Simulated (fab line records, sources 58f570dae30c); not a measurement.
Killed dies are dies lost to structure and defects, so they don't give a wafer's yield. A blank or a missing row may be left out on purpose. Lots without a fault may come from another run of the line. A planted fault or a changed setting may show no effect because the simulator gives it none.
Which tool did it? | flow berkeley_cmos170 | 15 lots, 45 wafers sampled, at 4 steps of a route of 331

WHAT THE GAUGES READ, wafer by wafer
UCB170_V1_OVL_MEAS_13. Usual: V1_OVL -2 nm, standard deviation 5.6.
lot  | measured     | on         | V1_OVL (nm) | flag
L606 | day 7 06:09  | overlay-02 | 2 -2 3      |
L605 | day 7 06:26  | overlay-01 | -10 -8 -6   |
L608 | day 8 03:16  | overlay-02 | -5 -4 -8    |
L607 | day 8 03:23  | overlay-01 | 2 5 6       |
L609 | day 8 12:59  | overlay-02 | 4 10 8      |
L611 | day 8 22:01  | overlay-02 | -5 -6 -4    |
L612 | day 8 22:14  | overlay-01 | -2 -4 -2    |
L613 | day 9 11:58  | overlay-01 | -6 -3 -6    |
L614 | day 9 12:03  | overlay-02 | -1 -3 -5    |
L616 | day 10 04:16 | overlay-01 | -7 -4 -1    |
L615 | day 10 04:28 | overlay-02 | -4 2 -5     |
L622 | day 10 23:47 | overlay-01 | -5 -9 -9    |
L623 | day 11 13:37 | overlay-01 | 0 -9 -3     |
L625 | day 11 17:13 | overlay-02 | 10 13 13    |
L626 | day 12 00:49 | overlay-01 | -2 -2 -3    |

UCB170_M2_CD_MEAS_15: target cd 700 nm. Usual: cd_nm 699.9 nm, standard deviation 1.3.
lot  | measured     | on        | cd_nm (nm)        | flag
L606 | day 7 11:39  | cd_sem-01 | 699.9 698.2 700.2 |
L605 | day 7 11:55  | cd_sem-02 | 698.1 699.8 699.0 |
L608 | day 8 09:34  | cd_sem-01 | 701.0 700.9 700.2 |
L607 | day 8 05:50  | cd_sem-01 | 700.5 700.2 699.0 |
L609 | day 8 16:41  | cd_sem-02 | 697.7 696.4 697.8 |
L611 | day 9 02:16  | cd_sem-01 | 697.5 699.7 699.6 |
L612 | day 9 02:32  | cd_sem-01 | 699.9 699.4 700.0 |
L613 | day 9 14:46  | cd_sem-01 | 698.3 698.5 698.3 |
L614 | day 9 14:55  | cd_sem-02 | 702.7 702.2 701.0 |
L616 | day 10 07:31 | cd_sem-02 | 698.5 698.5 700.0 |
L615 | day 10 07:37 | cd_sem-01 | 699.4 698.8 700.3 |
L622 | day 11 02:28 | cd_sem-02 | 698.9 697.7 697.7 |
L623 | day 11 16:17 | cd_sem-01 | 700.8 702.2 701.4 |
L625 | day 11 20:38 | cd_sem-02 | 699.7 700.6 700.2 |
L626 | day 12 03:18 | cd_sem-01 | 699.7 699.9 699.4 |

UCB170_V2_THK_MEAS_04. Usual: V2_POLISHED_THK 1001.0 nm, standard deviation 1.
lot  | measured     | on            | V2_POLISHED_THK (nm) | flag
L606 | day 7 12:55  | film_metro-04 | 1000.0 997.7 999.3   |
L605 | day 7 13:10  | film_metro-02 | 1000.5 1000.4 1002.8 |
L608 | day 8 10:47  | film_metro-03 | 1000.4 1000.3 1002.6 |
L607 | day 8 07:03  | film_metro-03 | 1000.9 1000.9 1000.6 |
L609 | day 8 17:59  | film_metro-03 | 1000.6 1000.5 1002.4 |
L611 | day 9 03:35  | film_metro-04 | 1001.4 1000.7 1000.9 |
L612 | day 9 03:47  | film_metro-03 | 1000.7 999.5 999.6   |
L613 | day 9 15:59  | film_metro-04 | 999.6 1001.3 1002.5  |
L614 | day 9 16:09  | film_metro-02 | 1001.1 1001.5 1001.0 |
L616 | day 10 08:46 | film_metro-02 | 1001.3 1001.3 1001.8 |
L615 | day 10 08:53 | film_metro-03 | 1000.5 1001.0 1000.9 |
L622 | day 11 03:43 | film_metro-04 | 1250.8 1251.9 1250.7 | OFF
L623 | day 11 17:43 | film_metro-02 | 1251.4 1251.0 1251.4 | OFF
L625 | day 11 22:04 | film_metro-03 | 1250.9 1250.3 1251.4 | OFF
L626 | day 12 04:32 | film_metro-02 | 1000.6 999.0 1000.7  |

WHICH TOOL RAN EACH LOT (tool, then ch and the chambers of the sampled wafers, then the start)
lot  | UCB170_V2_CMP_02
L606 | cmp-02 ch 1,3, day 7 12:31
L605 | cmp-01 ch 0,1, day 7 12:47
L608 | cmp-02 ch 0,1,2, day 8 10:25
L607 | cmp-01 ch 2,3, day 8 06:39
L609 | cmp-01 ch 0,2, day 8 17:32
L611 | cmp-02 ch 1,2, day 9 03:10
L612 | cmp-01 ch 0,3, day 9 03:25
L613 | cmp-02 ch 0,2,3, day 9 15:40
L614 | cmp-01 ch 0,3, day 9 15:44
L616 | cmp-01 ch 0,1,3, day 10 08:20
L615 | cmp-02 ch 0,2,3, day 10 08:31
L622 | cmp-01 ch 0,2,3, day 11 03:20
L623 | cmp-01 ch 0,1, day 11 17:17
L625 | cmp-01 ch 1,2,3, day 11 21:44
L626 | cmp-02 ch 0,2,3, day 12 04:13
- UCB170_V2_CMP_02: polishes SiO2.

WHAT THE TOOLS THEMSELVES READ (means of the sampled wafers that have a number; where no wafer has one, the mark that the record gives instead)
UCB170_V2_CMP_02. Usual: motor_current_A 16.2 A, standard deviation 1.1.
lot  | tool   | motor_current_A (A) | flag
L606 | cmp-02 | 15.4                |
L605 | cmp-01 | 16.2                |
L608 | cmp-02 | 16.5                |
L607 | cmp-01 | 16.0                |
L609 | cmp-01 | 16.2                |
L611 | cmp-02 | 16.5                |
L612 | cmp-01 | 15.9                |
L613 | cmp-02 | 16.0                |
L614 | cmp-01 | 15.5                |
L616 | cmp-01 | 16.0                |
L615 | cmp-02 | 16.5                |
L622 | cmp-01 | 15.7                |
L623 | cmp-01 | 16.5                |
L625 | cmp-01 | 16.6                |
L626 | cmp-02 | 16.3                |

THE ANSWER, worked out from the rows above alone
Rule: a lot is off if the mean of its wafers that have a number lies more than 3 standard deviations from the usual mean. A lot without any number at a reading at which 4 lots or more have one is off too. The other lots that the step has rows for count as sound. The gauges are gone through in route order, then the tools' own readings, and for those a lot's mean is taken as printed above. The first step at which some lot is off is used, and at that step the reading that is off furthest; a lot without a number counts as furthest.
Off: L622, L623, L625, at UCB170_V2_THK_MEAS_04 (V2_POLISHED_THK).
A tool fits if, at a process step before that reading, it ran every lot that is off, and no sound lot after the first of them. The gauges at UCB170_V2_THK_MEAS_04 are tried like those tools. One fits: cmp-01 at UCB170_V2_CMP_02. Its last sound lot is L616 (day 10 08:20), its first lot that is off L622 (day 11 03:20): a fault that began between those two fits.

WHAT THE SIMULATOR HAD PUT IN
Process parameter drift: cmp-01, from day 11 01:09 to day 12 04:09, at UCB170_V2_CMP_02. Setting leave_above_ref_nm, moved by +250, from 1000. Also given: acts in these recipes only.
Lots struck among those shown: L622, L623, L625. The rule above found the same.
